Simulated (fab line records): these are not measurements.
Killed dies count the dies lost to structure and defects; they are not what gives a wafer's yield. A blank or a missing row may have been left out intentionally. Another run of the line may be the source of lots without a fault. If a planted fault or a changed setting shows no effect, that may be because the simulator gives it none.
Tool commonality check || flow berkeley cmos170 || 12 lots, 36 wafers sampled

WHY IT WAS OPENED
At UCB170_V1_CD_MEAS_12 the reading cd nm is flagged on 1 of 12 lots. Fault-free wafers read 700.1 nm, with a standard deviation of 1.4.
Rule: a lot is flagged when every wafer of it that has a number lies more than 4 standard deviations from that mean, or none has a number. All remaining lots are regarded as sound.

{"lot": "L626", "measured": "day 9 00:44", "on": "cd sem-01", "cd nm (nm), wafer by wafer": "699.3 700.6 700.0", "flag": ""}
{"lot": "L628", "measured": "day 9 03:21", "on": "cd sem-01", "cd nm (nm), wafer by wafer": "698.9 696.0 697.3", "flag": ""}
{"lot": "L627", "measured": "day 9 04:35", "on": "cd sem-01", "cd nm (nm), wafer by wafer": "701.1 700.2 699.5", "flag": ""}
{"lot": "L631", "measured": "day 9 18:17", "on": "cd sem-02", "cd nm (nm), wafer by wafer": "700.6 702.3 702.8", "flag": ""}
{"lot": "L630", "measured": "day 9 19:11", "on": "cd sem-02", "cd nm (nm), wafer by wafer": "701.1 700.5 702.3", "flag": ""}
{"lot": "L629", "measured": "day 9 20:36", "on": "cd sem-01", "cd nm (nm), wafer by wafer": "698.6 699.7 698.4", "flag": ""}
{"lot": "L635", "measured": "day 10 16:31", "on": "cd sem-01", "cd nm (nm), wafer by wafer": "700.8 701.6 702.0", "flag": ""}
{"lot": "L632", "measured": "day 11 00:43", "on": "cd sem-01", "cd nm (nm), wafer by wafer": "700.3 700.6 699.5", "flag": ""}
{"lot": "L638", "measured": "day 11 10:18", "on": "cd sem-02", "cd nm (nm), wafer by wafer": "707.1 719.5 708.9", "flag": "FLAGGED"}
{"lot": "L641", "measured": "day 11 19:50", "on": "cd sem-01", "cd nm (nm), wafer by wafer": "700.3 700.2 699.3", "flag": ""}
{"lot": "L646", "measured": "day 12 08:46", "on": "cd sem-01", "cd nm (nm), wafer by wafer": "699.1 700.1 700.7", "flag": ""}
{"lot": "L647", "measured": "day 12 22:50", "on": "cd sem-02", "cd nm (nm), wafer by wafer": "699.3 699.7 699.6", "flag": ""}
The numbers of the flagged lots are 711.8 nm on average: +11.7 nm against the usual, or +8 standard deviations.

WHICH TOOL RAN EACH LOT
The record holds 2 process steps before the reading, out of a route of 331 steps. In each cell: the tool, then ch and the chambers that the sampled wafers went through, then the start.
{"lot": "L626", "flag": "", "UCB170_PLDD_STRIP_10": "plasma asher-02 ch 0,1, day 7 16:10", "UCB170_V1_EXPOSE_09": "krf scanner-02 ch 0, day 9 00:14"}
{"lot": "L628", "flag": "", "UCB170_PLDD_STRIP_10": "plasma asher-02 ch 0,1, day 8 02:06", "UCB170_V1_EXPOSE_09": "krf scanner-01 ch 0, day 9 02:49"}
{"lot": "L627", "flag": "", "UCB170_PLDD_STRIP_10": "plasma asher-01 ch 0,1, day 8 02:56", "UCB170_V1_EXPOSE_09": "krf scanner-02 ch 0, day 9 04:12"}
{"lot": "L631", "flag": "", "UCB170_PLDD_STRIP_10": "plasma asher-04 ch 0,1, day 8 11:22", "UCB170_V1_EXPOSE_09": "krf scanner-02 ch 0, day 9 17:34"}
{"lot": "L630", "flag": "", "UCB170_PLDD_STRIP_10": "plasma asher-04 ch 0,1, day 8 11:58", "UCB170_V1_EXPOSE_09": "krf scanner-02 ch 0, day 9 18:47"}
{"lot": "L629", "flag": "", "UCB170_PLDD_STRIP_10": "plasma asher-01 ch 0,1, day 8 12:47", "UCB170_V1_EXPOSE_09": "krf scanner-01 ch 0, day 9 19:56"}
{"lot": "L635", "flag": "", "UCB170_PLDD_STRIP_10": "plasma asher-01 ch 0,1, day 9 11:01", "UCB170_V1_EXPOSE_09": "krf scanner-01 ch 0, day 10 15:15"}
{"lot": "L632", "flag": "", "UCB170_PLDD_STRIP_10": "plasma asher-01 ch 0,1, day 9 13:05", "UCB170_V1_EXPOSE_09": "krf scanner-02 ch 0, day 10 23:34"}
{"lot": "L638", "flag": "FLAGGED", "UCB170_PLDD_STRIP_10": "plasma asher-01 ch 0,1, day 10 03:28", "UCB170_V1_EXPOSE_09": "krf scanner-01 ch 0, day 11 09:54"}
{"lot": "L641", "flag": "", "UCB170_PLDD_STRIP_10": "plasma asher-02 ch 0, day 10 16:26", "UCB170_V1_EXPOSE_09": "krf scanner-02 ch 0, day 11 19:27"}
{"lot": "L646", "flag": "", "UCB170_PLDD_STRIP_10": "plasma asher-04 ch 0,1, day 11 06:28", "UCB170_V1_EXPOSE_09": "krf scanner-02 ch 0, day 12 08:13"}
{"lot": "L647", "flag": "", "UCB170_PLDD_STRIP_10": "plasma asher-04 ch 0,1, day 11 18:01", "UCB170_V1_EXPOSE_09": "krf scanner-02 ch 0, day 12 22:14"}
What is done by these steps:
- UCB170_PLDD_STRIP_10: strips in O2.
- UCB170_V1_EXPOSE_09: exposes mask VIA1, target cd 700 nm.
- UCB170_V1_CD_MEAS_12: target cd 700 nm.

FLAGGED AGAINST TOTAL, ONE TOOL AT A TIME (gauges that did the reading follow at the end)
{"step": "UCB170_PLDD_STRIP_10", "tool": "plasma asher-01", "lots run": 5, "flagged": 1, "share of the flagged lots": "all", "sound lots run after its first flagged lot": 0}
{"step": "UCB170_PLDD_STRIP_10", "tool": "plasma asher-02", "lots run": 3, "flagged": 0, "share of the flagged lots": "none", "sound lots run after its first flagged lot": "-"}
{"step": "UCB170_PLDD_STRIP_10", "tool": "plasma asher-04", "lots run": 4, "flagged": 0, "share of the flagged lots": "none", "sound lots run after its first flagged lot": "-"}
{"step": "UCB170_V1_EXPOSE_09", "tool": "krf scanner-01", "lots run": 4, "flagged": 1, "share of the flagged lots": "all", "sound lots run after its first flagged lot": 0}
{"step": "UCB170_V1_EXPOSE_09", "tool": "krf scanner-02", "lots run": 8, "flagged": 0, "share of the flagged lots": "none", "sound lots run after its first flagged lot": "-"}
{"step": "UCB170_V1_CD_MEAS_12", "tool": "cd sem-01", "lots run": 8, "flagged": 0, "share of the flagged lots": "none", "sound lots run after its first flagged lot": "-"}
{"step": "UCB170_V1_CD_MEAS_12", "tool": "cd sem-02", "lots run": 4, "flagged": 1, "share of the flagged lots": "all", "sound lots run after its first flagged lot": "1 (L647)"}

WHAT THE TABLE PERMITS
Every flagged lot was run by 3 rows of the table: plasma asher-01 at UCB170_PLDD_STRIP_10, krf scanner-01 at UCB170_V1_EXPOSE_09 and cd sem-02 at UCB170_V1_CD_MEAS_12.
- plasma asher-01 at UCB170_PLDD_STRIP_10 ran 5 lots, 1 of them flagged. It ran its last sound lot, L632, at day 9 13:05 and its first flagged lot, L638, at day 10 03:28: a fault with its onset between the two fits.
- krf scanner-01 at UCB170_V1_EXPOSE_09 ran 4 lots, 1 of them flagged. It ran its last sound lot, L635, at day 10 15:15 and its first flagged lot, L638, at day 11 09:54: a fault with its onset between the two fits. Its own readings lie more than 4 standard deviations out on every wafer of the flagged lots: exposure dose mJ cm2.
- cd sem-02 at UCB170_V1_CD_MEAS_12 ran 4 lots, 1 of them flagged. Sound lots followed the first flagged one (L647) on it, something a lasting fault affecting the whole tool could not allow.
These 2 tools cannot be told apart by counting lots, since each of them fits a fault that started at some hour. More lots, or a look at what each step does to the wafer, might.

WHAT THE SIMULATOR HAD PUT IN
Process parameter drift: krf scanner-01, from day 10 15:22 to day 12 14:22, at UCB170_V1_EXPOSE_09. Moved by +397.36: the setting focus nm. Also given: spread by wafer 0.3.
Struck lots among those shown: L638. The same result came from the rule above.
